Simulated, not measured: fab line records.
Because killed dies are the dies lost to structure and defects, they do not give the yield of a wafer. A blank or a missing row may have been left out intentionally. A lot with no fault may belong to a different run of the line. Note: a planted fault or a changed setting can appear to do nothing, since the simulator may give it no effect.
Lot-split experiment -- flow berkeley cmos170 -- 5 lots, 23 wafers read, on a route of 331 steps

## ABOUT THE SPLIT
At UCB170_PFIELD_IMPLANT_07, the setting dose cm2 was moved away from the recipe's 2e+13 on 10 of the 23 wafers read, by -7.3% to +5.4%. The other wafers ran this setting at the recipe's value.

## BETWEEN THE SPLIT AND THE READING: the file shows 1 step in between
- UCB170_PFIELD_STRIP_08: strips in O2

## THE READING
PFIELD_TW, at UCB170_PFIELD_TW_MEAS_09. Typical for fault-free wafers on this fab line: 598, with standard deviation 4.8.

wafer,"tool, chamber at the split",dose cm2 as run,against the recipe,PFIELD_TW,against lot-mates on the recipe
L076.1,"implanter-02, 0",1.855e+13,-7.3%,577,-16
L076.2,"implanter-02, 0",2e+13,recipe,594,-
L076.3,"implanter-02, 0",1.855e+13,-7.3%,578,-15
L076.4,"implanter-02, 0",1.855e+13,-7.3%,578,-15
L076.5,"implanter-02, 0",2e+13,recipe,592,-
L075.1,"implanter-02, 0",1.95e+13,-2.5%,599,-3
L075.2,"implanter-02, 0",2e+13,recipe,599,-
L075.3,"implanter-02, 0",2e+13,recipe,604,-
L075.5,"implanter-02, 0",1.95e+13,-2.5%,596,-6
L075.6,"implanter-02, 0",2e+13,recipe,602,-
L077.1,"implanter-02, 0",2e+13,recipe,603,-
L077.2,"implanter-02, 0",2e+13,recipe,607,-
L077.3,"implanter-02, 0",2e+13,recipe,607,-
L082.2,"implanter-02, 0",2e+13,recipe,605,-
L082.3,"implanter-02, 0",2.108e+13,+5.4%,616,+10
L082.4,"implanter-02, 0",2.108e+13,+5.4%,617,+11
L082.5,"implanter-02, 0",2.108e+13,+5.4%,617,+11
L082.6,"implanter-02, 0",2e+13,recipe,607,-
L083.1,"implanter-02, 0",1.87e+13,-6.5%,582,-13
L083.2,"implanter-02, 0",1.87e+13,-6.5%,583,-12
L083.3,"implanter-02, 0",2e+13,recipe,596,-
L083.4,"implanter-02, 0",2e+13,recipe,594,-
L083.6,"implanter-02, 0",2e+13,recipe,596,-

FIT RESULTS
A straight line over all 23 wafers: PFIELD_TW changes by +2.97 for each +1% of dose cm2; r = +0.93; the points scatter about the line by 4.5.
The same after taking each lot's own level away (the mean of its wafers on the recipe; 23 wafers): +2.03 for each +1%; r = +0.99; scatter 1.4.
According to that fit, moving dose cm2 by its largest amount changes the reading by 15.
Across the lots, their own levels run from 593.0 to 606.0, a range of 2.7 times the standard deviation given above.
So the slope is not independent of the lot-to-lot level: the two fits are not the same.
Check: for one of the wafers moved furthest among these (-7.3%), held out of the fit, the line's prediction against its lot-mates is -14.5. Against them it came out at -16.

## ADDITIONAL SPLITS CARRIED BY THESE WAFERS
These wafers also went through other splits before the reading. Each is held against what the fit with the lots' levels taken away leaves over:
other split on the same wafers,wafers away from the commonest value,r with PFIELD_TW (lot level and that fit taken away)
UCB170_ZERO_COAT_01 spin rpm,7,+0.39
UCB170_ZERO_EXPOSE_03 dose mj,9,-0.01
UCB170_NWELL_IMPLANT_14 energy kev,9,-0.13
UCB170_PWELL_COAT_08 resist thk nm,6,+0.09
UCB170_PWELL_IMPLANT_15 dose cm2,3,-0.08
UCB170_ACTIVE_CVD_05 temp c,15,-0.01

## FILE'S OWN FIT
PFIELD_TW changes by +2.01 for each +1% of dose cm2, r = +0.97.
